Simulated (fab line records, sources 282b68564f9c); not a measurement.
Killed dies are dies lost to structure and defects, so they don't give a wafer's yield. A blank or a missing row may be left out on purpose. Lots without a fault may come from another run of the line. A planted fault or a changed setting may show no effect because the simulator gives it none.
fab line records | flow rit_cmos
record lots=13 wafers=39 last_day=8
route steps=202 shown ACTIVE@16 PRETRO@73 GATE@96 CONTACT@168 M1@202
lots that met no fault: from a run of the same line without faults
start_h: hours from the record's first day to the start of the lot's first wafer shown | wait_h: hours since the lot's step before | " the same as in the row above | L1.1+2: a row that stands for several wafers | - no value, or no start given | * or withheld: withheld | < > ~ a bound
route shown NAME@n: a module of which the file shows steps, and the number in the route of the first | usual: mean/standard deviation of fault-free wafers | same: alike in all rows | chamber/n: place in a boat | sites: the reading at each site | _std_site: their standard deviation | _edge_site: outer sites' mean less inner sites' | radius_mm: how far each site lies from the wafer's centre | mask NAME#n: copy n | behind: the tool/chamber that last shaped the wafer | hold: why the lot was held/for how many hours/how that ended | device: the transistor (n, p or np) that didn't switch | end of line: the same wafers' tests at the end of the route | a step without rows: its recipe alone | killed: dies lost to structure and defects at the first sort, not the wafer's yield | map: a wafer's dies, x killed, . not, _ none there
set.NAME: the setting as run; set.NAME@STEP: as run at that earlier step | model.NAME: the simulator's own value behind a step, which no gauge read
steps of the route over a sample of lots; a table a step, a row a wafer
services: from which hour (start_h, from the record's first day; less than 0 if before it) a tool's chamber was out of use, for how many hours, and why
## steps
# step RIT_ACTIVE_CD_MEAS_90
# recipe target_cd_nm=1400
# usual cd_nm=1400.1/2.4
# columns lot.wafer tool chamber start_h wait_h cd_nm
L857.3 cd_sem-02 - 15.89 0.1 1398.3
L857.4 " - " " 1397.8
L857.6 " - " " 1396.8
L858.2 cd_sem-02 - 22.33 0.1 1396.4
L858.4 " - " " 1396.6
L858.6 " - " " 1394.2
L861.1 cd_sem-02 - 35.07 0.1 1399.8
L861.5 " - " " 1398.4
L861.6 " - " " 1398.3
L863.2 cd_sem-02 - 45.16 0.1 1397.3
L863.4 " - " " 1397.2
L863.6 " - " " 1400.1
L867.1 cd_sem-01 - 66.62 0.1 1401.9
L867.3 " - " " 1403.5
L867.6 " - " " 1402.8
L870.2 cd_sem-02 - 80.18 0.1 1398.0
L870.5 " - " " 1396.9
L870.6 " - " " 1395.0
L871.2 cd_sem-02 - 86.73 0.1 1399.9
L871.3 " - " " 1399.4
L871.5 " - " " 1400.1
L873.2 cd_sem-02 - 95.60 0.1 1403.6
L873.4 " - " " 1403.2
L873.6 " - " " 1403.2
L874.3 cd_sem-02 - 101.21 0.1 1403.3
L874.4 " - " " 1403.3
L874.5 " - " " 1402.5
L876.1 cd_sem-02 - 110.22 0.1 1399.0
L876.2 " - " " 1399.1
L876.3 " - " " 1399.5
L878.1 cd_sem-02 - 120.98 0.1 1399.1
L878.3 " - " " 1401.3
L878.5 " - " " 1400.6
L879.1 cd_sem-02 - 125.22 0.1 1400.6
L879.2 " - " " 1400.7
L879.4 " - " " 1400.0
L880.1 cd_sem-02 - 131.04 0.1 1405.4
L880.2 " - " " 1404.1
L880.6 " - " " 1402.7
# step RIT_PRETRO_STRIP_09
# recipe chemistry=O2 time_s=180 resist=NOVOLAK platen_temp_c=withheld power_w=500 pressure_mtorr=4000 o2_flow_sccm=4000
# usual drypump_motor_current_A=5.78/0.27 rf_refl_power_W=6.5/1.2
# columns lot.wafer tool chamber start_h wait_h drypump_motor_current_A rf_hours_counter_h rf_refl_power_W
L857.3 plasma_asher-01 1 34.09 0.1 5.61 - 6.1
L857.4 " 0 " " 6.00 - 5.6
L857.6 " 0 " " 6.00 - 5.4
L858.2 plasma_asher-02 1 41.63 0.1 5.91 40 6.0
L858.4 " 1 " " 5.92 - 6.4
L858.6 " 0 " " 6.13 - 5.8
L861.1 plasma_asher-01 1 52.99 0.1 5.52 40 6.3
L861.5 " 1 " " 5.56 - 6.5
L861.6 " 0 " " 6.01 - 6.0
L863.2 plasma_asher-02 1 61.18 0.1 5.92 42 6.4
L863.4 " 0 " " 6.15 - 6.0
L863.6 " 1 " " 5.91 - 6.2
L867.1 plasma_asher-01 0 85.95 0.1 6.02 43 6.1
L867.3 " 0 " " 6.00 - 6.0
L867.6 " 0 " " 6.00 - 5.7
L870.2 plasma_asher-04 1 98.41 0.1 5.65 43 8.9
L870.5 " 0 " " 5.43 - 5.5
L870.6 " 1 " " 5.64 - 9.1
L871.2 plasma_asher-04 1 105.65 0.1 5.62 44 8.9
L871.3 " 0 " " 5.42 - 5.5
L871.5 " 0 " " 5.41 - 5.6
L873.2 plasma_asher-04 0 113.59 0.1 5.43 45 5.4
L873.4 " 0 " " 5.45 - 5.2
L873.6 " 0 " " 5.45 - 5.4
L874.3 plasma_asher-02 0 120.23 0.1 6.17 - 5.9
L874.4 " 1 " " 5.89 - 6.6
L874.5 " 1 " " 5.91 - 5.9
L876.1 plasma_asher-04 1 127.84 0.1 5.62 47 8.9
L876.2 " 0 " " 5.43 47 5.6
L876.3 " 0 " " 5.42 - 5.5
L878.1 plasma_asher-02 1 140.21 0.1 5.91 51 6.7
L878.3 " 1 " " 5.89 - 5.8
L878.5 " 0 " " 6.17 - 5.9
L879.1 plasma_asher-02 1 145.98 0.1 5.90 52 6.8
L879.2 " 0 " " 6.17 52 5.9
L879.4 " 1 " " 5.91 - 5.9
L880.1 plasma_asher-04 0 152.15 0.1 5.42 49 5.5
L880.2 " 1 " " 5.63 49 8.7
L880.6 " 1 " " 5.63 - 9.3
# step RIT_GATE_STRIP_20
# recipe chemistry=O2 time_s=180 resist=NOVOLAK platen_temp_c=withheld power_w=500 pressure_mtorr=4000 o2_flow_sccm=4000
# usual drypump_motor_current_A=5.8/0.31 rf_refl_power_W=7.0/1.3
# columns lot.wafer tool chamber start_h wait_h drypump_motor_current_A rf_hours_counter_h rf_refl_power_W
L857.3 plasma_asher-01 1 40.79 0.1 5.6 - 6.4
L857.4 " 0 " " 6.0 - 5.5
L857.6 " 1 " " 5.6 - 6.4
L858.2 plasma_asher-01 1 49.00 0.1 5.6 39 6.2
L858.4 " 1 " " 5.6 - 6.6
L858.6 " 1 " " 5.5 - 6.4
L861.1 plasma_asher-02 1 63.53 0.1 5.9 42 6.1
L861.5 " 1 " " 5.9 - 6.3
L861.6 " 0 " " 6.2 - 6.1
L863.2 plasma_asher-03 0 74.42 0.1 6.0 29 6.6
L863.4 " 0 " " 6.0 - 6.6
L863.6 " 0 " " 6.0 - 6.4
L867.1 plasma_asher-01 0 93.42 0.1 6.0 44 5.6
L867.3 " 1 " " 5.6 - 6.5
L867.6 " 1 " " 5.6 - 6.5
L870.2 plasma_asher-01 0 108.03 0.1 6.0 45 5.6
L870.5 " 0 " " 6.0 - 5.6
L870.6 " 1 " " 5.6 - 6.5
L871.2 plasma_asher-03 0 111.60 0.1 6.0 33 6.6
L871.3 " 0 " " 6.0 - 6.6
L871.5 " 1 " " 5.3 - 9.2
L873.2 plasma_asher-01 0 122.71 0.1 6.0 1 5.7
L873.4 " 1 " " 5.6 - 6.2
L873.6 " 1 " " 5.5 - 6.5
L874.3 plasma_asher-01 0 125.57 0.1 6.0 - 6.3
L874.4 " 1 " " 5.5 - 6.3
L874.5 " 1 " " 5.5 - 6.6
L876.1 plasma_asher-01 0 137.45 0.1 6.0 2 5.8
L876.2 " 1 " " 5.6 2 6.5
L876.3 " 1 " " 5.5 - 7.1
L878.1 plasma_asher-03 0 152.88 0.1 6.0 37 6.6
L878.3 " 1 " " 5.3 - 9.2
L878.5 " 1 " " 5.3 - 9.4
L879.1 plasma_asher-03 0 157.53 0.1 6.0 38 6.6
L879.2 " 1 " " 5.3 38 9.3
L879.4 " 1 " " 5.3 - 9.3
L880.1 plasma_asher-01 0 160.11 0.1 6.0 4 5.7
L880.2 " 1 " " 5.6 4 6.3
L880.6 " 0 " " 6.0 - 5.3
# step RIT_CONTACT_CVD_00
# recipe material=SiO2 target_thk_nm=400 precursor=TEOS temp_c=390 time_s=61 rf_w=400
# usual heater_power_w=323/40 rf_fwd_power_W=397.2/1.4
# columns lot.wafer tool chamber start_h wait_h heater_power_w rf_fwd_power_W since_wet_clean_h
L857.3 pecvd-04 2 55.35 0.0 375 397.6 1001
L857.4 " 2 " " 401 397.7 -
L857.6 " 1 " " 339 397.3 -
L858.2 pecvd-02 0 63.01 0.0 333 395.3 1399
L858.4 " 1 " " 366 400.4 -
L858.6 " 2 " " 302 397.8 -
L861.1 pecvd-02 1 82.48 0.1 359 400.2 1419
L861.5 " 2 " " 296 398.8 -
L861.6 " 0 " " 348 397.3 -
L863.2 pecvd-04 1 88.39 0.0 265 397.8 1034
L863.4 " 0 " " 270 397.0 -
L863.6 " 2 " " 401 348.5 -
L867.1 pecvd-04 2 107.93 0.1 327 348.7 1054
L867.3 " 0 " " 308 394.7 1054
L867.6 " 0 " " 325 394.7 -
L870.2 pecvd-02 0 121.50 0.0 329 399.0 1458
L870.5 " 2 " " 302 398.7 -
L870.6 " 0 " " 340 397.5 -
L871.2 pecvd-03 2 125.33 0.0 333 397.7 681
L871.3 " 0 " " 324 395.8 681
L871.5 " 0 " " 330 393.7 -
L873.2 pecvd-02 2 135.84 0.0 302 396.3 1472
L873.4 " 0 " " 331 395.3 -
L873.6 " 2 " " 219 398.7 -
L874.3 pecvd-03 0 142.18 0.0 335 397.2 697
L874.4 " 0 " " 242 397.5 -
L874.5 " 1 " " 272 399.8 -
L876.1 pecvd-02 1 152.79 0.1 356 399.2 1489
L876.2 " 2 " " 296 394.9 1489
L876.3 " 0 " " 310 398.0 1489
L878.1 pecvd-03 0 167.73 0.1 306 396.4 723
L878.3 " 1 " " 259 397.5 723
L878.5 " 2 " " 361 397.4 -
L879.1 pecvd-02 0 171.69 0.1 323 394.6 1508
L879.2 " 1 " " 346 399.1 1508
L879.4 " 1 " " 363 397.4 -
L880.1 pecvd-04 1 175.26 0.1 282 399.3 1121
L880.2 " 0 " " 342 395.5 1121
L880.6 " 1 " " 293 398.3 -
# step RIT_M1_PROBE_99
# usual killed_at_M0_to_M3=0.0/0.12 killed_at_contacts=0.1/0.32 killed_at_front_end=6/3.1 killed_dies=7/3.2 killed_open=3.1/1.9 killed_short=3.5/2.2
# same gross_dies=264 killed_at_M4_up=0 killed_at_back_side=0 killed_at_other=0
# columns lot.wafer tool chamber start_h wait_h killed_at_M0_to_M3 killed_at_contacts killed_at_front_end killed_dies killed_open killed_short
L857.3 prober-01 - 61.72 0.2 0 0 8 8 4 4
L857.4 prober-01 - 61.77 0.2 0 0 7 7 3 4
L857.6 prober-01 - 61.87 0.2 0 0 8 8 3 5
L858.2 prober-02 - 69.30 0.1 0 0 6 6 3 3
L858.4 prober-02 - 69.40 0.2 0 0 7 7 3 4
L858.6 prober-02 - 69.50 0.2 0 0 8 8 4 4
L861.1 prober-02 - 89.63 0.1 0 0 2 2 2 0
L861.5 prober-02 - 89.83 0.2 0 1 10 11 4 7
L861.6 prober-02 - 89.88 0.2 0 0 4 4 1 3
L863.2 prober-02 - 96.11 0.1 0 0 4 4 3 1
L863.4 prober-02 - 96.21 0.2 0 0 8 8 5 3
L863.6 prober-02 - 96.31 0.2 0 0 2 2 1 1
L867.1 prober-01 - 115.24 0.1 0 0 8 8 5 3
L867.3 prober-01 - 115.34 0.2 0 0 8 8 4 4
L867.6 prober-01 - 115.49 0.2 0 0 3 3 2 1
L870.2 prober-01 - 128.05 0.1 0 0 8 8 6 2
L870.5 prober-01 - 128.20 0.2 0 0 7 7 1 6
L870.6 prober-01 - 128.25 0.2 0 0 3 3 3 0
L871.2 prober-02 - 131.76 0.1 0 0 10 10 1 9
L871.3 prober-02 - 131.81 0.2 0 0 1 1 1 0
L871.5 prober-02 - 131.91 0.2 0 0 4 4 2 2
L873.2 prober-02 - 142.30 0.1 0 0 9 9 4 5
L873.4 prober-02 - 142.40 0.2 0 0 4 4 3 1
L873.6 prober-02 - 142.50 0.2 0 1 4 5 1 4
L874.3 prober-01 - 148.64 0.2 0 0 11 11 5 6
L874.4 prober-01 - 148.69 0.2 0 0 5 5 1 4
L874.5 prober-01 - 148.74 0.2 0 0 9 9 2 7
L876.1 prober-01 - 161.76 0.1 0 0 3 3 2 1
L876.2 prober-01 - 161.81 0.1 0 0 3 3 3 0
L876.3 prober-01 - 161.86 0.2 0 0 8 8 4 4
L878.1 prober-02 - 174.28 0.1 0 0 8 8 3 5
L878.3 prober-02 - 174.38 0.2 0 0 9 9 4 5
L878.5 prober-02 - 174.48 0.2 0 0 6 6 2 4
L879.1 prober-01 - 178.33 0.1 0 0 7 7 2 5
L879.2 prober-01 - 178.38 0.1 0 0 10 10 5 5
L879.4 prober-01 - 178.48 0.2 0 0 3 3 1 2
L880.1 prober-02 - 182.21 0.1 0 0 6 6 5 1
L880.2 prober-02 - 182.26 0.1 1 1 8 10 3 6
L880.6 prober-02 - 182.46 0.2 0 0 6 6 1 4
# killed by level:class
L857.3 GATE:geometric_particle:open=3 GATE:geometric_particle:short=2 SILICIDE:geometric_particle:short=2 FOX1:geometric_particle:open=1
L857.4 GATE:geometric_particle:short=4 GATE:geometric_particle:open=3
L857.6 GATE:geometric_particle:short=4 REOX:geometric_particle:open=2 GATE:geometric_particle:open=1 REOX:geometric_particle:short=1
L858.2 GATE:geometric_particle:short=2 GATE:geometric_particle:open=1 REOX:geometric_particle:open=1 REOX:geometric_particle:short=1 SILICIDE:geometric_particle:open=1
L858.4 GATE:geometric_particle:short=2 FOX1:geometric_particle:open=1 GATE:geometric_particle:open=1 REOX:geometric_particle:short=1 SPACER:geometric_particle:short=1 SPACER:geometric_particle:open=1
L858.6 FOX1:geometric_particle:open=2 SPACER:geometric_particle:short=2 FOX1:geometric_particle:short=1 FOX2:geometric_particle:open=1 GATE:geometric_particle:open=1 REOX:geometric_particle:short=1
L861.1 FOX2:geometric_particle:open=1 GATE:geometric_particle:open=1
L861.5 FOX1:geometric_particle:open=2 FOX1:geometric_particle:short=2 SPACER:geometric_particle:short=2 FOX2:geometric_particle:open=1 GATE:geometric_particle:short=1 SPACER:geometric_particle:open=1 SILICIDE:geometric_particle:short=1 CONTACT:geometric_particle:short=1
L861.6 GATE:geometric_particle:short=2 SPACER:geometric_particle:open=1 SILICIDE:geometric_particle:short=1
L863.2 FOX1:geometric_particle:open=2 GATE:geometric_particle:open=1 SPACER:geometric_particle:short=1
L863.4 FOX1:geometric_particle:open=2 GATE:geometric_particle:open=2 FOX1:geometric_particle:short=1 GATE:geometric_particle:short=1 REOX:geometric_particle:open=1 SILICIDE:geometric_particle:short=1
L863.6 GATE:geometric_particle:short=1 SPACER:geometric_particle:open=1
L867.1 GATE:geometric_particle:short=3 FOX2:geometric_particle:open=2 GATE:geometric_particle:open=2 FOX1:geometric_particle:open=1
L867.3 FOX1:geometric_particle:open=2 GATE:geometric_particle:short=2 FOX1:geometric_particle:short=1 FOX2:geometric_particle:short=1 REOX:geometric_particle:open=1 SPACER:geometric_particle:open=1
L867.6 GATE:geometric_particle:open=1 REOX:geometric_particle:open=1 SPACER:geometric_particle:short=1
L870.2 GATE:geometric_particle:open=3 REOX:geometric_particle:short=2 FOX1:geometric_particle:open=1 FOX2:geometric_particle:open=1 REOX:geometric_particle:open=1
L870.5 FOX1:geometric_particle:short=2 SPACER:geometric_particle:short=2 GATE:geometric_particle:short=1 GATE:geometric_particle:open=1 REOX:geometric_particle:short=1
L870.6 GATE:geometric_particle:open=1 REOX:geometric_particle:open=1 SILICIDE:geometric_particle:open=1
L871.2 REOX:geometric_particle:short=4 GATE:geometric_particle:short=3 FOX1:geometric_particle:short=1 FOX2:geometric_particle:open=1 SILICIDE:geometric_particle:short=1
L871.3 REOX:geometric_particle:open=1
L871.5 GATE:geometric_particle:short=2 SPACER:geometric_particle:open=1 SILICIDE:geometric_particle:open=1
L873.2 GATE:geometric_particle:short=4 SILICIDE:geometric_particle:open=2 FOX1:geometric_particle:open=1 SPACER:geometric_particle:open=1 SILICIDE:geometric_particle:short=1
L873.4 FOX1:geometric_particle:short=1 FOX2:geometric_particle:open=1 GATE:geometric_particle:open=1 SILICIDE:geometric_particle:open=1
L873.6 FOX2:geometric_particle:short=2 GATE:geometric_particle:open=1 CONTACT:geometric_particle:short=1 STARTING-WAFER:geometric_particle:short=1
L874.3 GATE:geometric_particle:open=3 GATE:geometric_particle:short=3 FOX1:geometric_particle:short=1 FOX2:geometric_particle:open=1 FOX2:geometric_particle:short=1 SPACER:geometric_particle:open=1 SILICIDE:geometric_particle:short=1
L874.4 GATE:geometric_particle:short=2 FOX1:geometric_particle:short=1 FOX2:geometric_particle:open=1 SILICIDE:geometric_particle:short=1
L874.5 GATE:geometric_particle:short=4 SILICIDE:geometric_particle:short=2 FOX2:geometric_particle:short=1 GATE:geometric_particle:open=1 SILICIDE:geometric_particle:open=1
L876.1 ACTIVE:geometric_particle:short=1 FOX2:geometric_particle:open=1 GATE:geometric_particle:open=1
L876.2 GATE:geometric_particle:open=1 REOX:geometric_particle:open=1 SPACER:geometric_particle:open=1
L876.3 GATE:geometric_particle:open=2 FOX1:geometric_particle:short=1 FOX1:geometric_particle:open=1 FOX2:geometric_particle:short=1 GATE:geometric_particle:short=1 SPACER:geometric_particle:open=1 SILICIDE:geometric_particle:short=1
L878.1 GATE:geometric_particle:short=5 GATE:geometric_particle:open=3
L878.3 GATE:geometric_particle:open=4 GATE:geometric_particle:short=3 REOX:geometric_particle:short=2
L878.5 GATE:geometric_particle:short=3 FOX2:geometric_particle:short=1 GATE:geometric_particle:open=1 SPACER:geometric_particle:open=1
L879.1 SILICIDE:geometric_particle:short=3 REOX:geometric_particle:short=2 GATE:geometric_particle:open=1 SILICIDE:geometric_particle:open=1
L879.2 GATE:geometric_particle:short=5 GATE:geometric_particle:open=3 REOX:geometric_particle:open=1 SPACER:geometric_particle:open=1
L879.4 GATE:geometric_particle:short=2 SPACER:geometric_particle:open=1
L880.1 GATE:geometric_particle:open=4 SILICIDE:geometric_particle:short=1 SILICIDE:geometric_particle:open=1
L880.2 SPACER:geometric_particle:short=3 FOX1:geometric_particle:short=1 FOX2:geometric_particle:short=1 SPACER:geometric_particle:open=1 SILICIDE:geometric_particle:short=1 SILICIDE:geometric_particle:open=1 CONTACT:geometric_particle:open=1 M1:coat_microbubble_printed=1
L880.6 GATE:geometric_particle:short=2 REOX:geometric_particle:short=1 SPACER:geometric_particle:short=1 SILICIDE:geometric_particle:open=1 NLDD:coat_microbubble_printed=1
## services
# columns tool chamber start_h hours kind
plasma_asher-01 - 43.43 1.2 repair
plasma_asher-04 - 49.04 2.8 pm
pecvd-04 - 55.69 0.6 repair
pecvd-02 2 66.82 4.9 repair
pecvd-04 - 72.54 0.9 repair
pecvd-03 1 72.83 14.6 repair
plasma_asher-04 - 85.90 2.0 repair
plasma_asher-04 - 89.52 2.1 repair
plasma_asher-01 - 108.75 9.0 pm
plasma_asher-01 0 108.75 9.0 vent_cycle
plasma_asher-01 1 108.75 9.0 vent_cycle
plasma_asher-01 0 117.75 - clean
plasma_asher-01 1 117.75 - clean
pecvd-03 - 157.61 1.5 repair
plasma_asher-03 - 173.98 4.1 repair
## key
first_sign step=RIT_CONTACT_CVD_00 reading=rf_fwd_power_W direction=down sigmas=35 usual=397.2 struck=348.6
effect none on later readings
met_at RIT_CONTACT_CVD_00
struck_lots L863,L867
struck_wafers L863.6,L867.1
tester_left_out L863,L867
not_acting_at RIT_ACTIVE_CD_MEAS_90,RIT_PRETRO_STRIP_09,RIT_GATE_STRIP_20
onset_between 55.35 88.39
fault kind=process_parameter_drift tool=pecvd-04 chamber=2 onset_h=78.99 steps=RIT_CONTACT_CVD_00 channel=rf_w offset=-48 shape=step end_h=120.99 stated=400
# tester_left_out: of these lots the tester's yield and bins aren't shown, on N5 and GAA mostly nor the transistor test; their killed dies are dies lost to structure and defects alone, not to doping, threshold or leakage, so they don't give the yield
